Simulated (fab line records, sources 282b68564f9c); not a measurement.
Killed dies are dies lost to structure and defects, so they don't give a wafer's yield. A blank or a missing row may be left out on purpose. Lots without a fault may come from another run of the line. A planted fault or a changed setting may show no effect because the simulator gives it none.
fab line records | flow rit_cmos
record lots=7 wafers=21 last_day=7
route steps=202 shown CONTACT@172 M1@184
lots that met no fault: from a run of the same line without faults
start_h: hours from the record's first day to the start of the lot's first wafer shown | wait_h: hours since the lot's step before | " the same as in the row above | L1.1+2: a row that stands for several wafers | - no value, or no start given | * or withheld: withheld | < > ~ a bound
route shown NAME@n: a module of which the file shows steps, and the number in the route of the first | usual: mean/standard deviation of fault-free wafers | same: alike in all rows | chamber/n: place in a boat | sites: the reading at each site | _std_site: their standard deviation | _edge_site: outer sites' mean less inner sites' | radius_mm: how far each site lies from the wafer's centre | mask NAME#n: copy n | behind: the tool/chamber that last shaped the wafer | hold: why the lot was held/for how many hours/how that ended | device: the transistor (n, p or np) that didn't switch | end of line: the same wafers' tests at the end of the route | a step without rows: its recipe alone | killed: dies lost to structure and defects at the first sort, not the wafer's yield | map: a wafer's dies, x killed, . not, _ none there
set.NAME: the setting as run; set.NAME@STEP: as run at that earlier step | model.NAME: the simulator's own value behind a step, which no gauge read
lots at some steps of the route; a table a step, a row a wafer
services: from which hour (start_h, from the record's first day; less than 0 if before it) a tool's chamber was out of use, for how many hours, and why
## steps
# step RIT_CONTACT_SOFTBAKE_04
# recipe resist=NOVOLAK temp_c=90 time_s=60
# step RIT_CONTACT_EXPOSE_05
# recipe mask_id=M11 na=0.6 source_shape=conventional sigma_outer=0.5 target_cd_nm=1000 dose_mj=250
# step RIT_CONTACT_PEB_06
# recipe resist=NOVOLAK temp_c=withheld time_s=withheld
# step RIT_CONTACT_DEVELOP_07
# recipe resist=NOVOLAK develop_time_s=120 dev_temp_c=23
# step RIT_CONTACT_CD_MEAS_08
# recipe target_cd_nm=1000
# usual cd_nm=1000.5/2.1
# columns lot.wafer tool chamber start_h wait_h cd_nm
L793.1 cd_sem-02 - 59.83 - 1003.1
L793.3 " - " " 1000.9
L793.5 " - " " 1001.8
L794.1 cd_sem-02 - 66.45 - 1001.0
L794.2 " - " " 1002.6
L794.3 " - " " 1004.3
L797.1 cd_sem-02 - 81.44 - 1002.6
L797.2 " - " " 1002.2
L797.3 " - " " 1003.1
L799.2 cd_sem-02 - 93.89 - 1000.1
L799.5 " - " " 1001.6
L799.6 " - " " 1003.7
L801.1 cd_sem-01 - 103.64 - 998.1
L801.2 " - " " 998.7
L801.5 " - " " 997.0
L812.1 cd_sem-01 - 157.79 - 997.7
L812.2 " - " " 998.7
L812.4 " - " " 997.2
L813.2 cd_sem-01 - 161.73 - 1000.9
L813.3 " - " " 1000.4
L813.4 " - " " 1001.0
# step RIT_CONTACT_OVL_MEAS_09
# usual CONTACT_OVL=1.2/1.5
# columns lot.wafer tool chamber start_h wait_h CONTACT_OVL[nm]
L793.1 overlay-01 - 59.95 0.1 0.8
L793.3 " - " " -0.2
L793.5 " - " " -0.5
L794.1 overlay-02 - 66.57 0.1 0.4
L794.2 " - " " 0.7
L794.3 " - " " 0.1
L797.1 overlay-01 - 81.56 0.1 0.3
L797.2 " - " " -0.1
L797.3 " - " " -0.3
L799.2 overlay-01 - 93.99 0.1 -2.0
L799.5 " - " " -1.4
L799.6 " - " " -1.8
L801.1 overlay-02 - 103.76 0.1 0.5
L801.2 " - " " 1.0
L801.5 " - " " -0.2
L812.1 overlay-02 - 157.91 0.1 3.5
L812.2 " - " " 2.9
L812.4 " - " " 1.9
L813.2 overlay-02 - 161.83 0.1 0.1
L813.3 " - " " -0.2
L813.4 " - " " 1.0
# step RIT_CONTACT_HARDBAKE_10
# recipe resist=NOVOLAK temp_c=140 time_s=60
# step RIT_CONTACT_ETCH_11
# recipe target_depth_a=4800 over_etch_frac=0.2 stop_on=TiSi2 chemistry=CHF3/CF4/Ar target=SiO2 CHF3_flow_sccm=50 cf4_flow_sccm=10 Ar_flow_sccm=100 O2_flow_sccm=5 pressure_mtorr=100 rf_w=200 time_s=320
# usual drypump_motor_current_A=5.9/0.63 oes_product_au=0.992/0.015 throttle_valve_pct=8.76/0.097
# columns lot.wafer tool chamber start_h wait_h drypump_motor_current_A oes_product_au rf_hours_counter_h throttle_valve_pct
L793.1 rie_diel-02 0 60.14 0.1 6.1 0.980 5 8.81
L793.3 " 3 " " 4.8 0.980 167 8.66
L793.5 " 2 " " 6.7 1.011 - 8.66
L794.1 rie_diel-01 1 66.76 0.1 5.9 0.995 40 8.79
L794.2 " 3 " " 6.5 0.991 146 8.83
L794.3 " 2 " " 4.6 0.967 15 8.71
L797.1 rie_diel-01 1 81.75 0.1 5.9 0.990 40 8.77
L797.2 " 3 " " 6.5 1.001 146 8.83
L797.3 " 2 " " 4.6 0.966 15 8.71
L799.2 rie_diel-03 1 94.17 0.1 5.9 1.002 0 8.85
L799.5 " 3 " " 5.9 0.975 - 8.63
L799.6 " 2 " " 6.0 1.004 - 8.81
L801.1 rie_diel-01 3 103.94 0.1 6.5 0.997 147 8.85
L801.2 " 2 " " 4.6 0.967 16 8.70
L801.5 " 2 " " 4.6 0.968 - 8.71
L812.1 rie_diel-01 0 158.10 0.1 6.0 1.012 1 8.63
L812.2 " 3 " " 6.6 1.005 148 8.84
L812.4 " 1 " " 5.9 0.998 42 8.78
L813.2 rie_diel-01 0 162.01 0.1 6.0 1.004 1 8.61
L813.3 " 1 " " 5.9 0.986 42 8.77
L813.4 " 1 " " 5.9 0.997 - 8.77
# step RIT_CONTACT_STRIP_12
# recipe chemistry=O2 time_s=180 resist=NOVOLAK platen_temp_c=withheld power_w=500 pressure_mtorr=4000 o2_flow_sccm=4000
# usual drypump_motor_current_A=5.8/0.53
# columns lot.wafer tool chamber start_h wait_h drypump_motor_current_A rf_hours_counter_h
L793.1 plasma_asher-02 1 60.34 0.1 5.2 43
L793.3 " 0 " " 6.5 -
L793.5 " 0 " " 6.6 -
L794.1 plasma_asher-02 1 66.95 0.1 5.2 44
L794.2 " 0 " " 6.5 44
L794.3 " 0 " " 6.5 -
L797.1 plasma_asher-02 1 81.94 0.1 5.2 45
L797.2 " 0 " " 6.6 45
L797.3 " 0 " " 6.5 -
L799.2 plasma_asher-01 1 94.37 0.1 6.1 25
L799.5 " 1 " " 6.1 -
L799.6 " 0 " " 5.6 -
L801.1 plasma_asher-03 1 104.14 0.1 5.2 46
L801.2 " 0 " " 6.0 46
L801.5 " 0 " " 6.0 -
L812.1 plasma_asher-02 1 158.29 0.1 5.1 54
L812.2 " 0 " " 6.5 54
L812.4 " 1 " " 5.1 -
L813.2 plasma_asher-03 0 162.21 0.1 6.0 52
L813.3 " 1 " " 5.2 -
L813.4 " 0 " " 6.0 -
# step RIT_CONTACT_CD_MEAS_90
# recipe target_cd_nm=1000
# usual cd_nm=1000.5/2
# columns lot.wafer tool chamber start_h wait_h cd_nm
L793.1 cd_sem-01 - 60.51 0.1 1002.3
L793.3 " - " " 1001.4
L793.5 " - " " 1002.1
L794.1 cd_sem-01 - 67.13 0.1 1001.1
L794.2 " - " " 1002.6
L794.3 " - " " 1004.1
L797.1 cd_sem-01 - 82.12 0.1 1002.5
L797.2 " - " " 1001.6
L797.3 " - " " 1003.2
L799.2 cd_sem-01 - 94.56 0.1 1000.7
L799.5 " - " " 1001.6
L799.6 " - " " 1003.8
L801.1 cd_sem-01 - 104.31 0.1 998.4
L801.2 " - " " 998.8
L801.5 " - " " 997.6
L812.1 cd_sem-02 - 158.47 0.1 997.8
L812.2 " - " " 998.4
L812.4 " - " " 997.3
L813.2 cd_sem-02 - 162.40 0.1 1001.0
L813.3 " - " " 1000.4
L813.4 " - " " 1001.5
# step RIT_CONTACT_CLEAN_13
# recipe chemistry=SC1 mix=3:3:50 time_s=600 temp_c=75
# step RIT_CONTACT_CLEAN_14
# recipe chemistry=SC2 mix=3:3:50 time_s=600 temp_c=75 dry=n2_spin
# step RIT_M1_SPUTTER_00
# recipe material=Al target_thk_nm=400 power_w=2000 chamber_pressure_pa=0.4 gas=Ar time_s=500 substrate_temp_c=25
# usual cathode_dc_power_W=2000.0/0.37 throttle_valve_pct=30.5/0.96
# columns lot.wafer tool chamber start_h wait_h cathode_dc_power_W throttle_valve_pct model.Al_of_M1_SPUTTER_00.thk_nm
L793.1 pvd_sputter-04 - 60.98 0.0 2000.2 30.5 401.5
L793.3 " - " " 2000.6 30.1 403.8
L793.5 " - " " 2000.2 30.9 405.7
L794.1 pvd_sputter-02 - 67.60 0.0 2000.0 31.2 401
L794.2 " - " " 1999.2 31.0 402.6
L794.3 " - " " 2000.6 29.3 397.3
L797.1 pvd_sputter-02 - 82.60 0.0 2000.8 29.2 401.8
L797.2 " - " " 2000.1 30.9 168.8
L797.3 " - " " 1999.9 31.2 403.6
L799.2 pvd_sputter-02 - 95.01 0.0 1999.5 31.0 153
L799.5 " - " " 1999.9 32.0 397.7
L799.6 " - " " 1999.8 29.3 393.6
L801.1 pvd_sputter-02 - 104.78 0.0 2000.1 32.2 394.1
L801.2 " - " " 1999.7 31.1 152.3
L801.5 " - " " 1999.9 31.1 153.7
L812.1 pvd_sputter-03 - 158.97 0.0 2000.1 30.1 406.1
L812.2 " - " " 2000.1 31.1 405.5
L812.4 " - " " 2000.3 30.3 406.5
L813.2 pvd_sputter-04 - 163.50 0.0 2000.0 29.9 401.1
L813.3 " - " " 2000.0 31.1 401.1
L813.4 " - " " 1999.3 29.6 399.2
# step RIT_M1_RS_MEAS_01
# recipe thk_meas_gauge=four-point-probe reads=Al_of_M1_SPUTTER_00
# usual M1_AL_RS=0.0729/0.00084
# columns lot.wafer tool chamber start_h wait_h hold M1_AL_RS[ohm/sq]
L793.1 film_metro-01 - 61.27 0.1 - 0.0733
L793.3 " - " " - 0.0727
L793.5 " - " " - 0.0724
L794.1 film_metro-01 - 67.89 0.1 - 0.0732
L794.2 " - " " - 0.0730
L794.3 " - " " - 0.0739
L797.1 film_metro-04 - 82.90 0.1 await_dispo/0.2h/release 0.0731
L797.2 " - " " await_dispo/0.2h/release 0.1818
L797.3 " - " " await_dispo/0.2h/release 0.0728
L797.1 film_metro-04 - 83.18 0.3 - 0.0732
L797.2 " - " " - 0.1821
L797.3 " - " " - 0.0728
L799.2 film_metro-01 - 95.33 0.2 await_dispo/0.2h/release 0.2025
L799.5 " - " " await_dispo/0.2h/release 0.0738
L799.6 " - " " await_dispo/0.2h/release 0.0745
L799.2 film_metro-01 - 95.61 0.3 - 0.2028
L799.5 " - " " - 0.0740
L799.6 " - " " - 0.0748
L801.1 film_metro-03 - 105.08 0.1 await_dispo/0.2h/release 0.0744
L801.2 " - " " await_dispo/0.2h/release 0.2032
L801.5 " - " " await_dispo/0.2h/release 0.2013
L801.1 film_metro-03 - 105.36 0.3 - 0.0746
L801.2 " - " " - 0.2041
L801.5 " - " " - 0.2019
L812.1 film_metro-01 - 159.26 0.1 - 0.0723
L812.2 " - " " - 0.0724
L812.4 " - " " - 0.0722
L813.2 film_metro-03 - 163.82 0.2 - 0.0733
L813.3 " - " " - 0.0731
L813.4 " - " " - 0.0736
# step RIT_M1_THK_MEAS_02
# recipe thk_meas_gauge=xrf reads=Al_of_M1_SPUTTER_00
# usual M1_AL_THK=399/5.9
# columns lot.wafer tool chamber start_h wait_h hold M1_AL_THK[nm]
L793.1 film_metro-01 - 61.39 0.1 - 390
L793.3 " - " " - 397
L793.5 " - " " - 397
L794.1 film_metro-01 - 68.01 0.1 - 390
L794.2 " - " " - 395
L794.3 " - " " - 388
L797.1 film_metro-04 - 88.07 4.9 await_dispo/0.2h/release 402
L797.2 " - " " await_dispo/0.2h/release 168
L797.3 " - " " await_dispo/0.2h/release 405
L797.1 film_metro-04 - 88.30 0.2 - 401
L797.2 " - " " - 169
L797.3 " - " " - 402
L799.2 film_metro-01 - 99.77 4.1 await_dispo/0.2h/release 152
L799.5 " - " " await_dispo/0.2h/release 391
L799.6 " - " " await_dispo/0.2h/release 387
L799.2 film_metro-01 - 100.00 0.2 - 150
L799.5 " - " " - 391
L799.6 " - " " - 388
L801.1 film_metro-03 - 107.47 2.1 await_dispo/0.2h/release 390
L801.2 " - " " await_dispo/0.2h/release 152
L801.5 " - " " await_dispo/0.2h/release 152
L801.1 film_metro-03 - 107.70 0.2 - 392
L801.2 " - " " - 152
L801.5 " - " " - 152
L812.1 film_metro-01 - 159.38 0.1 - 402
L812.2 " - " " - 397
L812.4 " - " " - 400
L813.2 film_metro-03 - 163.93 0.1 - 397
L813.3 " - " " - 397
L813.4 " - " " - 394
# step RIT_M1_COAT_04
# recipe resist=NOVOLAK spin_rpm=2000 resist_thk_nm=1300
# step RIT_M1_SOFTBAKE_05
# recipe resist=NOVOLAK temp_c=90 time_s=60
# step RIT_M1_EXPOSE_06
# recipe mask_id=M12 na=0.6 source_shape=conventional sigma_outer=0.5 target_cd_nm=2600 dose_mj=250
# step RIT_M1_PEB_07
# recipe resist=NOVOLAK temp_c=withheld time_s=withheld
# step RIT_M1_DEVELOP_08
# recipe resist=NOVOLAK develop_time_s=68 dev_temp_c=23
# step RIT_M1_CD_MEAS_09
# recipe target_cd_nm=2600
# usual cd_nm=2600.0/2.1
# columns lot.wafer tool chamber start_h wait_h cd_nm
L793.1 cd_sem-01 - 62.33 - 2605.6
L793.3 " - " " 2605.3
L793.5 " - " " 2602.2
L794.1 cd_sem-01 - 68.95 - 2601.6
L794.2 " - " " 2602.0
L794.3 " - " " 2604.9
L797.1 cd_sem-02 - 92.47 - 2598.0
L797.2 " - " " 2599.0
L797.3 " - " " 2599.1
L799.2 cd_sem-01 - 103.05 - 2600.7
L799.5 " - " " 2599.5
L799.6 " - " " 2602.0
L801.1 cd_sem-02 - 112.64 - 2595.4
L801.2 " - " " 2596.3
L801.5 " - " " 2600.8
L812.1 cd_sem-01 - 160.32 - 2598.1
L812.2 " - " " 2598.1
L812.4 " - " " 2597.7
L813.2 cd_sem-01 - 164.88 - 2600.7
L813.3 " - " " 2601.7
L813.4 " - " " 2603.2
# step RIT_M1_OVL_MEAS_10
# usual M1_OVL=1.0/1.2
# columns lot.wafer tool chamber start_h wait_h M1_OVL[nm]
L793.1 overlay-02 - 62.45 0.1 -1.4
L793.3 " - " " -1.5
L793.5 " - " " -2.2
L794.1 overlay-01 - 69.07 0.1 1.4
L794.2 " - " " 0.8
L794.3 " - " " 1.9
L797.1 overlay-02 - 92.59 0.1 1.8
L797.2 " - " " 2.2
L797.3 " - " " 0.2
L799.2 overlay-02 - 103.16 0.1 0.8
L799.5 " - " " 1.8
L799.6 " - " " 1.1
L801.1 overlay-02 - 112.76 0.1 1.4
L801.2 " - " " 1.3
L801.5 " - " " 1.6
L812.1 overlay-01 - 160.44 0.1 0.9
L812.2 " - " " 0.5
L812.4 " - " " 0.3
L813.2 overlay-01 - 164.98 0.1 2.1
L813.3 " - " " 0.4
L813.4 " - " " 1.1
# step RIT_M1_HARDBAKE_11
# recipe resist=NOVOLAK temp_c=140 time_s=120
# step RIT_M1_METAL_ETCH_12
# recipe stop_on=SiO2 chemistry=Cl2/BCl3 target=Al time_s=165 over_etch_frac=0.5 pressure_mtorr=100 target_depth_a=6000 rf_w=250 Cl2_flow_sccm=60 bcl3_flow_sccm=50
# usual drypump_motor_current_A=5.8/0.49 oes_product_au=0.779/0.012 throttle_valve_pct=8.31/0.1
# columns lot.wafer tool chamber start_h wait_h drypump_motor_current_A oes_product_au rf_hours_counter_h throttle_valve_pct
L793.1 rie_metal-04 1 62.74 0.2 6.5 0.779 37 8.22
L793.3 " 0 " " 6.1 0.783 - 8.46
L793.5 " 0 " " 6.1 0.796 - 8.46
L794.1 rie_metal-02 0 69.36 0.2 5.8 0.764 1 8.41
L794.2 " 1 " " 5.7 0.789 1 8.17
L794.3 " 0 " " 5.8 0.763 - 8.43
L797.1 rie_metal-02 1 92.88 0.2 5.7 0.782 1 8.17
L797.2 " 0 " " 5.8 0.515 1 8.46
L797.3 " 0 " " 5.8 0.774 - 8.43
L799.2 rie_metal-04 0 103.44 0.2 6.2 0.519 34 8.50
L799.5 " 0 " " 6.2 0.781 - 8.45
L799.6 " 1 " " 6.5 0.761 - 8.20
L801.1 rie_metal-01 1 113.05 0.2 4.9 0.778 4 8.27
L801.2 " 0 " " 6.0 0.499 4 8.34
L801.5 " 0 " " 5.9 0.507 - 8.34
L812.1 rie_metal-04 0 160.73 0.2 6.2 0.789 0 8.46
L812.2 " 1 " " 6.5 0.780 0 8.21
L812.4 " 1 " " 6.5 0.779 - 8.21
L813.2 rie_metal-02 0 165.26 0.2 5.8 0.767 2 8.41
L813.3 " 1 " " 5.8 0.788 - 8.17
L813.4 " 0 " " 5.8 0.761 - 8.44
# step RIT_M1_STRIP_13
# recipe chemistry=nmp resist=NOVOLAK temp_c=80 time_s=600 dry=n2_spin
# step RIT_M1_PROBE_99
# usual defect_limited_yield=97.5/1.1 killed_at_front_end=7/3 killed_dies=7/3 killed_on_rim=1.8/1.5 killed_open=3.3/1.8 killed_short=3.3/2.2 sort_bin_3_pad_short=0.1/0.23 sort_bin_5_function=1.5/0.83 sort_bin_6_memory=0.9/0.6 sort_n_pass=257/3 sort_yield_pct=97.5/1.1
# same gross_dies=264 killed_at_M0_to_M3=0 killed_at_M4_up=0 killed_at_back_side=0 killed_at_contacts=0 killed_at_other=0
# columns lot.wafer tool chamber start_h wait_h hold defect_limited_yield[%] killed_at_front_end killed_dies killed_on_rim killed_open killed_short sort_bin_3_pad_short[%] sort_bin_5_function[%] sort_bin_6_memory[%] sort_n_pass sort_yield_pct[%]
L793.1 prober-02 - 65.20 0.1 - 98.1 5 5 0 3 2 0 1.5 0.4 259 98.1
L793.3 prober-02 - 65.30 0.2 - 98.1 5 5 1 4 1 0 1.5 0.4 259 98.1
L793.5 prober-02 - 65.40 0.2 - 94.3 15 15 5 7 8 0.4 3.8 1.5 249 94.3
L794.1 prober-01 - 71.61 0.1 - 97.3 7 7 2 1 6 0.4 0.8 1.5 257 97.3
L794.2 prober-01 - 71.66 0.1 - 99.2 2 2 1 0 2 0 0.8 0 262 99.2
L794.3 prober-01 - 71.71 0.2 - 98.9 3 3 0 0 3 0.4 0.4 0.4 261 98.9
L797.1 prober-02 - 100.78 5.5 await_dispo/5.4h/release 97.0 8 8 0 6 2 0 1.9 1.1 256 97.0
L797.2 prober-02 - 100.83 5.5 await_dispo/5.4h/release 96.6 9 9 1 5 4 0.4 1.9 1.1 255 96.6
L797.3 prober-02 - 100.88 5.5 await_dispo/5.4h/release 95.8 11 11 4 3 8 0.4 2.7 1.1 253 95.8
L799.2 prober-02 - 107.49 1.6 await_dispo/1.5h/release 98.5 4 4 0 2 2 0.4 0.4 0.8 260 98.5
L799.5 prober-02 - 107.64 1.7 await_dispo/1.5h/release 98.5 4 4 0 3 1 0 0.8 0.8 260 98.5
L799.6 prober-02 - 107.69 1.7 await_dispo/1.5h/release 98.9 3 3 0 2 1 0 0.4 0.8 261 98.9
L801.1 prober-01 - 117.77 2.3 await_dispo/2.2h/release 98.1 5 5 2 3 2 0.4 0.4 1.1 259 98.1
L801.2 prober-01 - 117.82 2.3 await_dispo/2.2h/release 97.7 6 6 2 1 5 0.4 1.1 0.8 258 97.7
L801.5 prober-01 - 117.97 2.4 await_dispo/2.2h/release 97.0 8 8 3 4 4 0 1.9 1.1 256 97.0
L812.1 prober-02 - 163.00 0.1 - 95.8 11 11 3 5 6 0 2.7 1.5 253 95.8
L812.2 prober-02 - 163.05 0.1 - 97.7 6 6 1 1 5 0.4 0.8 1.1 258 97.7
L812.4 prober-02 - 163.15 0.2 - 94.7 14 14 4 6 8 0.4 2.7 2.3 250 94.7
L813.2 prober-02 - 167.57 0.1 - 98.1 5 5 1 2 3 0 0.8 1.1 259 98.1
L813.3 prober-02 - 167.62 0.2 - 98.1 5 5 1 4 1 0 1.1 0.8 259 98.1
L813.4 prober-02 - 167.67 0.2 - 97.0 8 8 4 3 5 0 1.9 1.1 256 97.0
# killed by level:class
L793.1 FOX1:geometric_particle:open=2 FOX2:geometric_particle:open=1 FOX2:geometric_particle:short=1 SILICIDE:geometric_particle:short=1
L793.3 REOX:geometric_particle:open=2 FOX1:geometric_particle:short=1 GATE:geometric_particle:open=1 SPACER:geometric_particle:open=1
L793.5 GATE:geometric_particle:short=6 GATE:geometric_particle:open=6 FOX1:geometric_particle:short=2 SPACER:geometric_particle:open=1
L794.1 SILICIDE:geometric_particle:short=5 GATE:geometric_particle:open=1 GATE:geometric_particle:short=1
L794.2 GATE:geometric_particle:short=1 SPACER:geometric_particle:short=1
L794.3 SPACER:geometric_particle:short=2 FOX1:geometric_particle:short=1
L797.1 SPACER:geometric_particle:open=3 GATE:geometric_particle:open=2 SPACER:geometric_particle:short=2 SILICIDE:geometric_particle:open=1
L797.2 FOX2:geometric_particle:open=3 FOX2:geometric_particle:short=2 GATE:geometric_particle:open=1 GATE:geometric_particle:short=1 REOX:geometric_particle:short=1 SILICIDE:geometric_particle:open=1
L797.3 GATE:geometric_particle:short=4 REOX:geometric_particle:open=2 SILICIDE:geometric_particle:short=2 FOX2:geometric_particle:short=1 GATE:geometric_particle:open=1 REOX:geometric_particle:short=1
L799.2 GATE:geometric_particle:open=2 GATE:geometric_particle:short=2
L799.5 GATE:geometric_particle:open=2 FOX1:geometric_particle:open=1 GATE:geometric_particle:short=1
L799.6 FOX1:geometric_particle:open=1 SPACER:geometric_particle:open=1 SILICIDE:geometric_particle:short=1
L801.1 GATE:geometric_particle:open=3 REOX:geometric_particle:short=1 SILICIDE:geometric_particle:short=1
L801.2 GATE:geometric_particle:short=2 FOX2:geometric_particle:short=1 REOX:geometric_particle:short=1 SPACER:geometric_particle:open=1 SPACER:geometric_particle:short=1
L801.5 GATE:geometric_particle:open=3 FOX1:geometric_particle:short=2 GATE:geometric_particle:short=1 REOX:geometric_particle:open=1 SILICIDE:geometric_particle:short=1
L812.1 FOX2:geometric_particle:open=3 FOX1:geometric_particle:short=2 REOX:geometric_particle:short=2 GATE:geometric_particle:short=1 GATE:geometric_particle:open=1 REOX:geometric_particle:open=1 SPACER:geometric_particle:short=1
L812.2 FOX2:geometric_particle:short=2 FOX1:geometric_particle:open=1 GATE:geometric_particle:short=1 REOX:geometric_particle:short=1 SPACER:geometric_particle:short=1
L812.4 FOX1:geometric_particle:short=4 GATE:geometric_particle:open=2 SILICIDE:geometric_particle:open=2 GATE:geometric_particle:short=1 REOX:geometric_particle:short=1 REOX:geometric_particle:open=1 SPACER:geometric_particle:short=1 SPACER:geometric_particle:open=1
L813.2 GATE:geometric_particle:short=2 GATE:geometric_particle:open=2 FOX1:geometric_particle:short=1
L813.3 SILICIDE:geometric_particle:open=3 SPACER:geometric_particle:open=1 SILICIDE:geometric_particle:short=1
L813.4 SILICIDE:geometric_particle:short=4 GATE:geometric_particle:open=2 REOX:geometric_particle:short=1 SPACER:geometric_particle:open=1
# map L797.3 (x killed, . not)
________.x....._______
_____........x....____
____...............___
___.................__
__..................._
__.......xx.........._
_.............x.....x.
_.....................
_....................x
_..xx.................
__..................._
__..................._
___.................__
____..x............___
_____.........x...____
________......._______
# map L799.2 (x killed, . not)
________......._______
_____......x......____
____...............___
___.................__
__..................._
__..................._
_.............x.......
_.....................
_.............x.......
_.....................
__.......x..........._
__..................._
___.................__
____...............___
_____.............____
________......._______
## services
# columns tool chamber start_h hours kind
rie_diel-03 1 52.89 18.1 repair
rie_diel-02 3 68.64 - clean
rie_diel-02 3 68.64 20.6 scheduled_down
rie_diel-02 3 68.64 20.6 vent_cycle
rie_metal-02 - 82.77 1.4 pm
rie_diel-03 0 85.92 16.2 repair
rie_diel-01 0 87.76 5.4 repair
rie_diel-01 0 93.16 - clean
rie_diel-01 0 93.16 12.9 scheduled_down
rie_diel-01 0 93.16 12.9 vent_cycle
rie_metal-04 - 109.57 0.1 repair
rie_diel-02 0 119.41 8.8 repair
rie_metal-01 - 133.48 1.4 pm
rie_metal-04 - 136.12 20.0 pm
rie_metal-04 0 136.12 20.0 vent_cycle
rie_metal-04 1 136.12 20.0 vent_cycle
pvd_sputter-02 - 138.72 1.9 repair
pvd_sputter-04 - 151.10 10.1 repair
rie_metal-04 0 156.12 - clean
rie_metal-04 1 156.12 - clean
rie_diel-01 3 159.62 - clean
rie_diel-01 3 159.62 24.0 scheduled_down
rie_diel-01 3 159.62 24.0 vent_cycle
rie_diel-02 - 161.60 14.6 pm
## key
first_sign step=RIT_M1_RS_MEAS_01 reading=visit direction=added
effect step=RIT_M1_RS_MEAS_01 reading=M1_AL_RS direction=up sigmas=99+ usual=0.0729 struck=0.1972
effect step=RIT_M1_THK_MEAS_02 reading=visit direction=added
effect step=RIT_M1_THK_MEAS_02 reading=M1_AL_THK direction=down sigmas=41 usual=399 struck=156
effect step=RIT_M1_METAL_ETCH_12 reading=oes_product_au direction=down sigmas=23 usual=0.779 struck=0.510
model_effect step=RIT_M1_SPUTTER_00 value=Al_of_M1_SPUTTER_00.thk_nm without=397.8 struck=157
met_at RIT_M1_SPUTTER_00
struck_wafers L797.2,L799.2,L801.2,L801.5
onset_between 67.60 82.60
fault kind=process_parameter_drift tool=pvd_sputter-02 chamber=- onset_h=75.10 steps=RIT_M1_SPUTTER_00 channel=target_thk_nm offset=-240.85 shape=step end_h=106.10 stated=400 scope=struck_wafers_only
